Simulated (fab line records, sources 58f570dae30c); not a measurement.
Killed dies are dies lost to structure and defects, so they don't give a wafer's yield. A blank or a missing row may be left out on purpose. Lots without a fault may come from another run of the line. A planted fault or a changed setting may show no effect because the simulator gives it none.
Which tool did it? | flow berkeley_cmos170 | 13 lots, 38 wafers sampled, at 4 steps of a route of 331

WHAT THE GAUGES READ, wafer by wafer
UCB170_PSD_CD_MEAS_06: target cd 1200 nm.
lot  | measured     | on        | cd_nm (nm)
L209 | day 7 16:41  | cd_sem-01 | 1197.6 1198.9 1198.5
L210 | day 7 16:53  | cd_sem-01 | 1200.1 1199.3 1200.0
L213 | day 8 09:38  | cd_sem-02 | 1201.8 1202.3 1201.0
L211 | day 8 09:50  | cd_sem-01 | 1199.4 1200.8 1198.4
L216 | day 8 18:25  | cd_sem-02 | 1200.3 1200.3 1200.0
L214 | day 8 18:53  | cd_sem-01 | 1198.8 1197.2 1198.3
L217 | day 9 10:35  | cd_sem-02 | 1199.0 1199.6 1198.1
L220 | day 10 01:49 | cd_sem-02 | 1197.9 1199.2 1199.4
L219 | day 10 02:15 | cd_sem-01 | 1199.0 1201.7 1200.9
L218 | day 10 02:23 | cd_sem-02 | 1200.7 1200.7 1199.4
L227 | day 11 18:02 | cd_sem-02 | 1198.6 1197.0 1197.3
L232 | day 12 02:14 | cd_sem-02 | 1202.6 1202.9 1201.8
L228 | day 12 09:23 | cd_sem-01 | 1201.0 1199.2

UCB170_V1_OVL_MEAS_13.
lot  | measured     | on         | V1_OVL (nm)
L209 | day 8 16:02  | overlay-02 | 5 5 7
L210 | day 8 15:55  | overlay-01 | -3 -1 2
L213 | day 9 04:56  | overlay-02 | -2 -4 -11
L211 | day 9 05:06  | overlay-01 | -1 -7 -4
L216 | day 9 15:12  | overlay-02 | 4 4 9
L214 | day 9 16:08  | overlay-01 | 9 6 1
L217 | day 10 06:57 | overlay-02 | -3 -5 -7
L220 | day 10 22:26 | overlay-01 | -5 -3 -8
L219 | day 11 00:34 | overlay-02 | 0 -9 -8
L218 | day 11 01:49 | overlay-02 | 4 1 3
L227 | day 12 08:58 | overlay-02 | 12 10 6
L232 | day 12 22:23 | overlay-02 | 0 -1 -2
L228 | day 13 00:01 | overlay-01 | -14 -10

WHICH TOOL RAN EACH LOT (tool, then ch and the chambers of the sampled wafers, then the start)
lot  | UCB170_CONTACT_STRIP_19              | UCB170_M1_METAL_ETCH_12
L209 | plasma_asher-04 ch 0,1, day 8 04:58  | rie_metal-01 ch 0,1, day 8 07:58
L210 | plasma_asher-03 ch 0,1, day 8 05:14  | rie_metal-02 ch 0,1, day 8 08:15
L213 | plasma_asher-02 ch 0,1, day 8 18:54  | rie_metal-04 ch 0,1, day 8 22:07
L211 | plasma_asher-04 ch 0,1, day 8 21:31  | rie_metal-01 ch 0,1, day 9 00:31
L216 | plasma_asher-04 ch 0,1, day 9 06:59  | rie_metal-02 ch 0, day 9 08:40
L214 | plasma_asher-02 ch 0,1, day 9 07:51  | rie_metal-01 ch 0,1, day 9 10:35
L217 | plasma_asher-02 ch 0,1, day 9 22:14  | rie_metal-04 ch 0,1, day 10 00:17
L220 | plasma_asher-03 ch 0,1, day 10 16:46 | rie_metal-01 ch 0,1, day 10 18:40
L219 | plasma_asher-04 ch 0,1, day 10 17:00 | rie_metal-04 ch 0,1, day 10 18:53
L218 | plasma_asher-02 ch 0, day 10 17:05   | rie_metal-02 ch 0,1, day 10 19:06
L227 | plasma_asher-04 ch 0,1, day 12 03:25 | rie_metal-02 ch 0, day 12 05:13
L232 | plasma_asher-03 ch 0,1, day 12 15:10 | rie_metal-01 ch 0,1, day 12 17:53
L228 | plasma_asher-02 ch 1, day 12 18:35   | rie_metal-04 ch 0, day 12 20:22
- UCB170_CONTACT_STRIP_19: strips in O2.
- UCB170_M1_METAL_ETCH_12: etches Al in Cl2/BCl3, stops on PSG, target depth 780 nm, time 130 s.

WHAT THE TOOLS THEMSELVES READ (means of the sampled wafers that have a number; where no wafer has one, the mark that the record gives instead)
UCB170_CONTACT_STRIP_19.
lot  | tool            | drypump_motor_current_A (A) | oes_product_au (a.u.)
L209 | plasma_asher-04 | 5.1                         | 0.725
L210 | plasma_asher-03 | 4.8                         | 0.723
L213 | plasma_asher-02 | 6.4                         | 0.723
L211 | plasma_asher-04 | 5.2                         | 0.725
L216 | plasma_asher-04 | 5.1                         | 0.721
L214 | plasma_asher-02 | 6.4                         | 0.726
L217 | plasma_asher-02 | 6.4                         | 0.723
L220 | plasma_asher-03 | 4.8                         | 0.724
L219 | plasma_asher-04 | 5.1                         | 0.730
L218 | plasma_asher-02 | 6.7                         | 0.724
L227 | plasma_asher-04 | 5.1                         | 0.724
L232 | plasma_asher-03 | 4.8                         | 0.718
L228 | plasma_asher-02 | 5.8                         | 0.726

UCB170_M1_METAL_ETCH_12.
lot  | tool         | drypump_motor_current_A (A) | oes_product_au (a.u.) | run_length_s (s) | throttle_valve_pct (%)
L209 | rie_metal-01 | 5.89                        | 0.833                 | 158.27           | 24.13
L210 | rie_metal-02 | 5.62                        | 0.868                 | 158.32           | 24.32
L213 | rie_metal-04 | 5.90                        | 0.834                 | 157.97           | 24.37
L211 | rie_metal-01 | 5.91                        | 0.829                 | 158.07           | 24.13
L216 | rie_metal-02 | 5.34                        | 0.880                 | 158.19           | 24.26
L214 | rie_metal-01 | 5.91                        | 0.843                 | 158.31           | 24.21
L217 | rie_metal-04 | 5.88                        | 0.832                 | 158.12           | 24.37
L220 | rie_metal-01 | 5.92                        | 0.833                 | 158.33           | 24.13
L219 | rie_metal-04 | 5.89                        | 0.833                 | 158.15           | 24.37
L218 | rie_metal-02 | 5.89                        | 0.868                 | 158.00           | 24.44
L227 | rie_metal-02 | 5.33                        | 0.876                 | 158.23           | 24.26
L232 | rie_metal-01 | 5.91                        | 0.844                 | 158.00           | 24.21
L228 | rie_metal-04 | 5.77                        | 0.887                 | 148.88           | 24.22

THE ANSWER, worked out from the rows above alone
Rule: what is usual is taken from the lots themselves. Put in order of their means at a reading, lots are off if they are a third of the lots or fewer, leave a main group of 4 or more, and stand apart from it by a gap of 3 or more times the standard deviation of the main group's means; of several such gaps the widest counts. A main group whose means are all the same, to the digits that the tables above print for the reading, isn't used. A lot without any number at a reading at which 4 lots or more have one is off too. The other lots that the step has rows for count as sound. The gauges are gone through in route order, then the tools' own readings, and for those a lot's mean is taken as printed above. The first step at which some lot is off is used, and at that step the reading that is off furthest; a lot without a number counts as furthest.
Off: L228, at UCB170_M1_METAL_ETCH_12 (run_length_s). The main group: mean 158.16 s, standard deviation 0.13.
A tool fits if, at that step or a process step before it, it ran every lot that is off, and no sound lot after the first of them. Can't be told from this: 2 tools fit, plasma_asher-02 at UCB170_CONTACT_STRIP_19, rie_metal-04 at UCB170_M1_METAL_ETCH_12.

WHAT THE SIMULATOR HAD PUT IN
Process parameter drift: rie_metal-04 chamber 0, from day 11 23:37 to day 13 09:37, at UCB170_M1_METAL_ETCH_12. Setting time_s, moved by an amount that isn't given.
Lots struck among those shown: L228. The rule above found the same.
